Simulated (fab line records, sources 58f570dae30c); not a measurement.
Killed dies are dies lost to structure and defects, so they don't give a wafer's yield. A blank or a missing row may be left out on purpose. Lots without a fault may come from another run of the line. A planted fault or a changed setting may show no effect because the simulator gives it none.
Problem report in the 8D (eight disciplines) form, filled by code | flow berkeley_cmos170 | the parts of the form that need people (team, actions taken, sign-off) are left out

1. THE PROBLEM
PWELL_NITRIDE_THK at UCB170_PWELL_THK_MEAS_06 reads a mean of 207.6 nm on 6 wafers of 2 lots; wafers without a fault read 220.1 nm with a standard deviation of 2.1. That is -6.0 standard deviations from the usual mean.
First seen on wafer L688.1, day 5 06:28, on film_metro-02. The record holds 42 wafers of 14 lots with a number at this step. Rule for "out", or "out of limits": more than 4 standard deviations from the usual mean. The other wafers with a number count as sound.

2. WHAT IT IS AND WHAT IT IS NOT
question                    | is                           | is not
which readings at this step | PWELL_NITRIDE_THK            | -
which lots                  | L688, L689                   | L678, L679, L680, L681, L682, L683, L692, L694, L695, L697, L698, L699
which wafers of those lots  | all that have a number       | -
read on which gauges        | film_metro-02, film_metro-03 | film_metro-04
when                        | from day 5 06:28             | up to then (18 sound wafers); but 18 sound wafers of L692, L694, L695, L697, L698, L699 came after

3. SUSPECTS, AND WHAT RULES EACH OUT
Counting: a tool at a process step up to the reading stays a suspect if it ran every lot that is out and no sound lot after the first of them.
- the gauge at UCB170_PWELL_THK_MEAS_06: ruled out. The wafers that are out were read on 2 gauges (film_metro-02, film_metro-03).
- lpcvd-01 at UCB170_PWELL_CVD_05 (deposits Si3N4 from SiH2Cl2/NH3, target thk 220 nm, time 3300 s): kept. It ran every lot that is out, first L688 (day 5 04:32), and no sound lot after that; its last sound lot up to then is L682 (day 4 03:42). Its own readings are out on those wafers: pressure_mtorr.
Left after counting: lpcvd-01 at UCB170_PWELL_CVD_05.

4. THE CAUSE (what the simulator had put in)
Process parameter drift: lpcvd-01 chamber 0, from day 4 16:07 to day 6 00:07, at UCB170_PWELL_CVD_05. Setting pressure_mtorr, moved by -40, from 200. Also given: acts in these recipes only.
Counting left only this tool.

5. THE CHAIN OF EFFECTS, in route order
Each row: a reading whose mean over the struck wafers that have a number lies more than 3 standard deviations from the usual. Only readings for which the record gives a usual standard deviation are gone through. hours: the time from each lot's start at the first step in this table that gives one to its start at this step, as a median over the lots. sigmas: the change in usual standard deviations.
hours | step                     | reading           | usual       | on struck wafers | change | sigmas
0     | UCB170_PWELL_CVD_05      | pressure_mtorr    | 200.0 mTorr | 160.1            | -39.9  | -95
2     | UCB170_PWELL_THK_MEAS_06 | PWELL_NITRIDE_THK | 220.1 nm    | 207.6            | -12.5  | -6.0
The process steps in it:
- UCB170_PWELL_CVD_05: deposits Si3N4 from SiH2Cl2/NH3, target thk 220 nm, time 3300 s.

6. WHAT WOULD HAVE CAUGHT IT SOONER
In this record the first reading out of limits at a measuring or inspecting step was taken at day 5 06:28, 14 hours after the fault began at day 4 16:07.
The tool's own readings at UCB170_PWELL_CVD_05 were out on every struck wafer that the step has a row for (pressure_mtorr): an alarm limit on them would have fired on the first of those.
Of the lots that are out (2), L689 began UCB170_PWELL_CVD_05 on lpcvd-01 after day 5 06:28. A hold on the tool at that time would have spared it.
